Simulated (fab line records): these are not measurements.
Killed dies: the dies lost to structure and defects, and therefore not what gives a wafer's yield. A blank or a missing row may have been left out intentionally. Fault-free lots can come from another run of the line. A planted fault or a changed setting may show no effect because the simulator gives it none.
Which tool did it? / flow berkeley cmos170 / 45 wafers from 15 lots sampled at 6 of the route's 331 steps

## WHAT THE GAUGES SHOWED, per wafer
UCB170_CONTACT_CD_MEAS_15 targets a cd of 700 nm. Usual: cd nm reads 700.4 nm (standard deviation 1.4).
lot=L710; measured=day 8 04:11; on=cd sem-01; cd nm (nm)=703.1 703.2 703.1; flag=
lot=L712; measured=day 8 19:50; on=cd sem-01; cd nm (nm)=699.2 698.8 698.5; flag=
lot=L713; measured=day 9 13:05; on=cd sem-02; cd nm (nm)=699.1 701.0 700.8; flag=
lot=L717; measured=day 9 13:11; on=cd sem-01; cd nm (nm)=700.1 701.2 700.1; flag=
lot=L718; measured=day 9 14:02; on=cd sem-01; cd nm (nm)=701.4 701.3 701.4; flag=
lot=L715; measured=day 9 14:17; on=cd sem-02; cd nm (nm)=699.1 698.6 698.6; flag=
lot=L716; measured=day 9 14:24; on=cd sem-01; cd nm (nm)=702.2 699.9 701.3; flag=
lot=L719; measured=day 10 06:35; on=cd sem-01; cd nm (nm)=699.6 701.1 699.5; flag=
lot=L722; measured=day 10 13:41; on=cd sem-01; cd nm (nm)=700.5 701.3 701.8; flag=
lot=L720; measured=day 10 15:43; on=cd sem-01; cd nm (nm)=698.9 699.7 700.5; flag=
lot=L727; measured=day 12 00:20; on=cd sem-02; cd nm (nm)=698.8 699.3 699.2; flag=
lot=L725; measured=day 12 01:47; on=cd sem-02; cd nm (nm)=701.2 700.6 701.5; flag=
lot=L729; measured=day 12 01:50; on=cd sem-01; cd nm (nm)=703.3 703.0 702.1; flag=
lot=L732; measured=day 12 18:27; on=cd sem-01; cd nm (nm)=700.3 699.4 699.2; flag=
lot=L733; measured=day 12 22:19; on=cd sem-02; cd nm (nm)=701.4 700.7 700.8; flag=

UCB170_V2_THK_MEAS_04. Usual: V2_POLISHED_THK typically reads 1000.3 nm, with standard deviation 1.1.
lot=L710; measured=day 8 17:18; on=film metro-02; V2_POLISHED_THK (nm)=999.8 1000.1 999.5; flag=
lot=L712; measured=day 9 06:17; on=film metro-02; V2_POLISHED_THK (nm)=999.6 999.8 999.4; flag=
lot=L713; measured=day 10 00:57; on=film metro-02; V2_POLISHED_THK (nm)=997.8 998.2 999.4; flag=
lot=L717; measured=day 10 01:57; on=film metro-02; V2_POLISHED_THK (nm)=999.6 999.4 999.9; flag=
lot=L718; measured=day 10 02:06; on=film metro-04; V2_POLISHED_THK (nm)=1000.1 998.9 1000.0; flag=
lot=L715; measured=day 10 02:32; on=film metro-04; V2_POLISHED_THK (nm)=1000.6 998.6 999.0; flag=
lot=L716; measured=day 10 02:29; on=film metro-02; V2_POLISHED_THK (nm)=1001.9 999.9 999.2; flag=
lot=L719; measured=day 11 08:51; on=film metro-04; V2_POLISHED_THK (nm)=999.0 999.2 1000.4; flag=
lot=L722; measured=day 11 09:08; on=film metro-04; V2_POLISHED_THK (nm)=1000.5 1000.4 999.3; flag=
lot=L720; measured=day 11 09:44; on=film metro-03; V2_POLISHED_THK (nm)=1000.3 1000.5 1000.7; flag=
lot=L727; measured=day 12 15:37; on=film metro-03; V2_POLISHED_THK (nm)=1000.0 1000.3 1000.0; flag=
lot=L725; measured=day 12 15:34; on=film metro-04; V2_POLISHED_THK (nm)=998.1 998.8 999.8; flag=
lot=L729; measured=day 12 18:31; on=film metro-02; V2_POLISHED_THK (nm)=999.4 997.3 998.7; flag=
lot=L732; measured=day 13 05:26; on=film metro-04; V2_POLISHED_THK (nm)=1000.9 1000.6 1001.1; flag=
lot=L733; measured=day 13 08:04; on=film metro-02; V2_POLISHED_THK (nm)=1000.1 1002.0 1001.3; flag=

UCB170_V2_CD_MEAS_90 targets a cd of 700 nm. Usual: cd nm reads 699.9 nm (standard deviation 1.5).
lot=L710; measured=day 8 20:00; on=cd sem-02; cd nm (nm)=701.1 701.4 700.5; flag=
lot=L712; measured=day 9 09:23; on=cd sem-01; cd nm (nm)=700.6 701.7 701.9; flag=
lot=L713; measured=day 10 02:35; on=cd sem-02; cd nm (nm)=702.1 702.1 703.4; flag=
lot=L717; measured=day 10 04:49; on=cd sem-02; cd nm (nm)=700.4 700.1 701.2; flag=
lot=L718; measured=day 10 04:52; on=cd sem-01; cd nm (nm)=702.0 700.4 702.7; flag=
lot=L715; measured=day 10 05:46; on=cd sem-01; cd nm (nm)=697.5 698.4 697.1; flag=
lot=L716; measured=day 10 05:34; on=cd sem-02; cd nm (nm)=698.3 700.6 697.6; flag=
lot=L719; measured=day 11 10:29; on=cd sem-02; cd nm (nm)=700.5 700.3 700.4; flag=
lot=L722; measured=day 11 10:40; on=cd sem-02; cd nm (nm)=702.5 702.7 699.5; flag=
lot=L720; measured=day 11 11:18; on=cd sem-02; cd nm (nm)=699.0 699.6 699.9; flag=
lot=L727; measured=day 12 18:19; on=cd sem-02; cd nm (nm)=- - -; flag=OFF
lot=L725; measured=day 12 18:11; on=cd sem-02; cd nm (nm)=- - -; flag=OFF
lot=L729; measured=day 12 20:13; on=cd sem-02; cd nm (nm)=- - -; flag=OFF
lot=L732; measured=day 13 07:09; on=cd sem-02; cd nm (nm)=701.7 701.6 701.9; flag=
lot=L733; measured=day 13 12:06; on=cd sem-01; cd nm (nm)=699.9 700.3 700.1; flag=

UCB170_M3_CD_MEAS_15 targets a cd of 700 nm. Usual: cd nm reads 700.1 nm (standard deviation 1.4).
lot=L710; measured=day 8 22:16; on=cd sem-02; cd nm (nm)=701.4 701.4 701.0; flag=
lot=L712; measured=day 9 12:17; on=cd sem-01; cd nm (nm)=698.6 698.8 697.7; flag=
lot=L713; measured=day 10 06:35; on=cd sem-02; cd nm (nm)=701.1 702.0 700.1; flag=
lot=L717; measured=day 10 08:31; on=cd sem-01; cd nm (nm)=698.8 699.5 698.6; flag=
lot=L718; measured=day 10 08:46; on=cd sem-02; cd nm (nm)=703.8 702.4 703.9; flag=
lot=L715; measured=day 10 09:53; on=cd sem-01; cd nm (nm)=698.7 699.6 700.1; flag=
lot=L716; measured=day 10 09:19; on=cd sem-02; cd nm (nm)=699.0 698.1 699.4; flag=
lot=L719; measured=day 11 13:14; on=cd sem-02; cd nm (nm)=700.2 700.1 699.7; flag=
lot=L722; measured=day 11 13:29; on=cd sem-01; cd nm (nm)=699.5 698.5 699.2; flag=
lot=L720; measured=day 11 14:25; on=cd sem-02; cd nm (nm)=699.5 698.9 698.3; flag=
lot=L732; measured=day 13 11:34; on=cd sem-02; cd nm (nm)=700.0 699.5 700.0; flag=
lot=L733; measured=day 13 15:50; on=cd sem-02; cd nm (nm)=698.0 698.4 700.2; flag=

## WHAT TOOL EACH LOT RAN ON (gives the tool, then ch and the chambers of the sampled wafers, and finally the start)
lot=L710; UCB170_V2_ETCH_14=rie diel-01 ch 0,1, day 8 19:42; UCB170_V2_STRIP_15=plasma asher-02 ch 0,1, day 8 19:53
lot=L712; UCB170_V2_ETCH_14=rie diel-03 ch 0,1,3, day 9 09:07; UCB170_V2_STRIP_15=plasma asher-03 ch 0,1, day 9 09:17
lot=L713; UCB170_V2_ETCH_14=rie diel-01 ch 1,3, day 10 02:18; UCB170_V2_STRIP_15=plasma asher-02 ch 0,1, day 10 02:29
lot=L717; UCB170_V2_ETCH_14=rie diel-03 ch 0,1,3, day 10 04:31; UCB170_V2_STRIP_15=plasma asher-03 ch 0,1, day 10 04:42
lot=L718; UCB170_V2_ETCH_14=rie diel-02 ch 1,3, day 10 04:35; UCB170_V2_STRIP_15=plasma asher-02 ch 0,1, day 10 04:46
lot=L715; UCB170_V2_ETCH_14=rie diel-03 ch 0,1,2, day 10 05:29; UCB170_V2_STRIP_15=plasma asher-01 ch 0,1, day 10 05:40
lot=L716; UCB170_V2_ETCH_14=rie diel-01 ch 1,2, day 10 05:17; UCB170_V2_STRIP_15=plasma asher-03 ch 0,1, day 10 05:28
lot=L719; UCB170_V2_ETCH_14=rie diel-02 ch 0,2,3, day 11 10:13; UCB170_V2_STRIP_15=plasma asher-02 ch 0,1, day 11 10:23
lot=L722; UCB170_V2_ETCH_14=rie diel-01 ch 0,1,3, day 11 10:22; UCB170_V2_STRIP_15=plasma asher-01 ch 0,1, day 11 10:32
lot=L720; UCB170_V2_ETCH_14=rie diel-03 ch 0,1,3, day 11 10:58; UCB170_V2_STRIP_15=plasma asher-03 ch 0,1, day 11 11:09
lot=L727; UCB170_V2_ETCH_14=rie diel-03 ch 1,2, day 12 18:02; UCB170_V2_STRIP_15=plasma asher-03 ch 0,1, day 12 18:13
lot=L725; UCB170_V2_ETCH_14=rie diel-01 ch 0,1,3, day 12 17:52; UCB170_V2_STRIP_15=plasma asher-02 ch 0,1, day 12 18:05
lot=L729; UCB170_V2_ETCH_14=rie diel-01 ch 2,3, day 12 19:53; UCB170_V2_STRIP_15=plasma asher-03 ch 0,1, day 12 20:06
lot=L732; UCB170_V2_ETCH_14=rie diel-01 ch 0,1, day 13 06:51; UCB170_V2_STRIP_15=plasma asher-02 ch 0,1, day 13 07:02
lot=L733; UCB170_V2_ETCH_14=rie diel-03 ch 1,2, day 13 11:50; UCB170_V2_STRIP_15=plasma asher-03 ch 0,1, day 13 12:00
- UCB170_V2_ETCH_14: etches SiO2 in CHF3/CF4/Ar, stops on Al, target depth 1250 nm, time 291 s.
- UCB170_V2_STRIP_15: strips in O2.

## AS READ BY THE TOOLS THEMSELVES (means over the sampled wafers that have a number; for cases with no such wafer, the mark the record gives instead)
UCB170_V2_ETCH_14. Usual: CHF3_flow_sccm 44.98 sccm, standard deviation 0.13; cf4 flow sccm 15.00 sccm, standard deviation 0.04; drypump motor current A 5.6 A, standard deviation 0.35; oes product au 0.873 a.u., standard deviation 0.012; throttle valve pct 6.97 %, standard deviation 0.14.
lot=L710; tool=rie diel-01; CHF3_flow_sccm (sccm)=44.87; cf4 flow sccm (sccm)=14.91; drypump motor current A (A)=5.2; oes product au (a.u.)=0.875; throttle valve pct (%)=7.02; flag=
lot=L712; tool=rie diel-03; CHF3_flow_sccm (sccm)=45.02; cf4 flow sccm (sccm)=15.01; drypump motor current A (A)=5.8; oes product au (a.u.)=0.867; throttle valve pct (%)=6.93; flag=
lot=L713; tool=rie diel-01; CHF3_flow_sccm (sccm)=44.95; cf4 flow sccm (sccm)=14.99; drypump motor current A (A)=5.4; oes product au (a.u.)=0.861; throttle valve pct (%)=7.02; flag=
lot=L717; tool=rie diel-03; CHF3_flow_sccm (sccm)=44.98; cf4 flow sccm (sccm)=14.97; drypump motor current A (A)=5.8; oes product au (a.u.)=0.870; throttle valve pct (%)=6.93; flag=
lot=L718; tool=rie diel-02; CHF3_flow_sccm (sccm)=44.95; cf4 flow sccm (sccm)=14.99; drypump motor current A (A)=5.6; oes product au (a.u.)=0.866; throttle valve pct (%)=7.02; flag=
lot=L715; tool=rie diel-03; CHF3_flow_sccm (sccm)=45.17; cf4 flow sccm (sccm)=15.01; drypump motor current A (A)=5.8; oes product au (a.u.)=0.887; throttle valve pct (%)=6.93; flag=
lot=L716; tool=rie diel-01; CHF3_flow_sccm (sccm)=44.97; cf4 flow sccm (sccm)=14.98; drypump motor current A (A)=5.4; oes product au (a.u.)=0.868; throttle valve pct (%)=7.08; flag=
lot=L719; tool=rie diel-02; CHF3_flow_sccm (sccm)=44.98; cf4 flow sccm (sccm)=15.02; drypump motor current A (A)=6.0; oes product au (a.u.)=0.869; throttle valve pct (%)=7.02; flag=
lot=L722; tool=rie diel-01; CHF3_flow_sccm (sccm)=44.92; cf4 flow sccm (sccm)=15.01; drypump motor current A (A)=5.3; oes product au (a.u.)=0.868; throttle valve pct (%)=7.03; flag=
lot=L720; tool=rie diel-03; CHF3_flow_sccm (sccm)=44.89; cf4 flow sccm (sccm)=15.03; drypump motor current A (A)=5.8; oes product au (a.u.)=0.869; throttle valve pct (%)=6.94; flag=
lot=L727; tool=rie diel-03; CHF3_flow_sccm (sccm)=-; cf4 flow sccm (sccm)=-; drypump motor current A (A)=-; oes product au (a.u.)=-; throttle valve pct (%)=-; flag=OFF
lot=L725; tool=rie diel-01; CHF3_flow_sccm (sccm)=-; cf4 flow sccm (sccm)=-; drypump motor current A (A)=-; oes product au (a.u.)=-; throttle valve pct (%)=-; flag=OFF
lot=L729; tool=rie diel-01; CHF3_flow_sccm (sccm)=-; cf4 flow sccm (sccm)=-; drypump motor current A (A)=-; oes product au (a.u.)=-; throttle valve pct (%)=-; flag=OFF
lot=L732; tool=rie diel-01; CHF3_flow_sccm (sccm)=45.11; cf4 flow sccm (sccm)=15.00; drypump motor current A (A)=5.4; oes product au (a.u.)=0.880; throttle valve pct (%)=7.12; flag=
lot=L733; tool=rie diel-03; CHF3_flow_sccm (sccm)=44.93; cf4 flow sccm (sccm)=15.00; drypump motor current A (A)=5.7; oes product au (a.u.)=0.887; throttle valve pct (%)=6.89; flag=

UCB170_V2_STRIP_15. Usual: drypump motor current A 5.4 A, standard deviation 0.39; oes product au 0.722 a.u., standard deviation 0.0044; strip time to endpoint s 15.26 s, standard deviation 0.11.
lot=L710; tool=plasma asher-02; drypump motor current A (A)=5.4; oes product au (a.u.)=0.719; strip time to endpoint s (s)=15.29; flag=
lot=L712; tool=plasma asher-03; drypump motor current A (A)=5.1; oes product au (a.u.)=0.721; strip time to endpoint s (s)=15.29; flag=
lot=L713; tool=plasma asher-02; drypump motor current A (A)=5.4; oes product au (a.u.)=0.724; strip time to endpoint s (s)=15.32; flag=
lot=L717; tool=plasma asher-03; drypump motor current A (A)=5.3; oes product au (a.u.)=0.715; strip time to endpoint s (s)=15.14; flag=
lot=L718; tool=plasma asher-02; drypump motor current A (A)=5.4; oes product au (a.u.)=0.721; strip time to endpoint s (s)=15.30; flag=
lot=L715; tool=plasma asher-01; drypump motor current A (A)=6.0; oes product au (a.u.)=0.721; strip time to endpoint s (s)=15.31; flag=
lot=L716; tool=plasma asher-03; drypump motor current A (A)=5.1; oes product au (a.u.)=0.719; strip time to endpoint s (s)=15.07; flag=
lot=L719; tool=plasma asher-02; drypump motor current A (A)=5.3; oes product au (a.u.)=0.726; strip time to endpoint s (s)=15.19; flag=
lot=L722; tool=plasma asher-01; drypump motor current A (A)=6.0; oes product au (a.u.)=0.720; strip time to endpoint s (s)=15.20; flag=
lot=L720; tool=plasma asher-03; drypump motor current A (A)=5.3; oes product au (a.u.)=0.721; strip time to endpoint s (s)=15.16; flag=
lot=L727; tool=plasma asher-03; drypump motor current A (A)=5.3; oes product au (a.u.)=0.732; strip time to endpoint s (s)=21.67; flag=OFF
lot=L725; tool=plasma asher-02; drypump motor current A (A)=5.3; oes product au (a.u.)=0.736; strip time to endpoint s (s)=21.68; flag=OFF
lot=L729; tool=plasma asher-03; drypump motor current A (A)=5.1; oes product au (a.u.)=0.733; strip time to endpoint s (s)=21.67; flag=OFF
lot=L732; tool=plasma asher-02; drypump motor current A (A)=5.3; oes product au (a.u.)=0.722; strip time to endpoint s (s)=15.36; flag=
lot=L733; tool=plasma asher-03; drypump motor current A (A)=5.3; oes product au (a.u.)=0.720; strip time to endpoint s (s)=15.25; flag=

## THE ANSWER, worked out from the rows above alone
Rule: lot off if the mean of its wafers having a number is beyond 3 standard deviations from the usual mean. Also off: a lot with no number at a reading for which 4 or more lots have one. All remaining lots with rows at the step are treated as sound. The gauges are gone through in route order, then the tools' own readings, and for those a lot's mean is taken as printed above. At the first step where some lot is off, the reading lying furthest off is the one used; lots without a number count as furthest.
Off, at UCB170_V2_CD_MEAS_90 on cd nm: L727, L725, L729. Without a number there: L727, L725, L729.
A tool fits if, at a process step before that reading, it ran every lot that is off, and no sound lot after the first of them. The gauges at UCB170_V2_CD_MEAS_90 aren't tried: what is off there is off at UCB170_V2_ETCH_14 too, on other tools, and a gauge's error can't cause that. Of those tried, none fits.

## WHAT WAS PUT IN BY THE SIMULATOR
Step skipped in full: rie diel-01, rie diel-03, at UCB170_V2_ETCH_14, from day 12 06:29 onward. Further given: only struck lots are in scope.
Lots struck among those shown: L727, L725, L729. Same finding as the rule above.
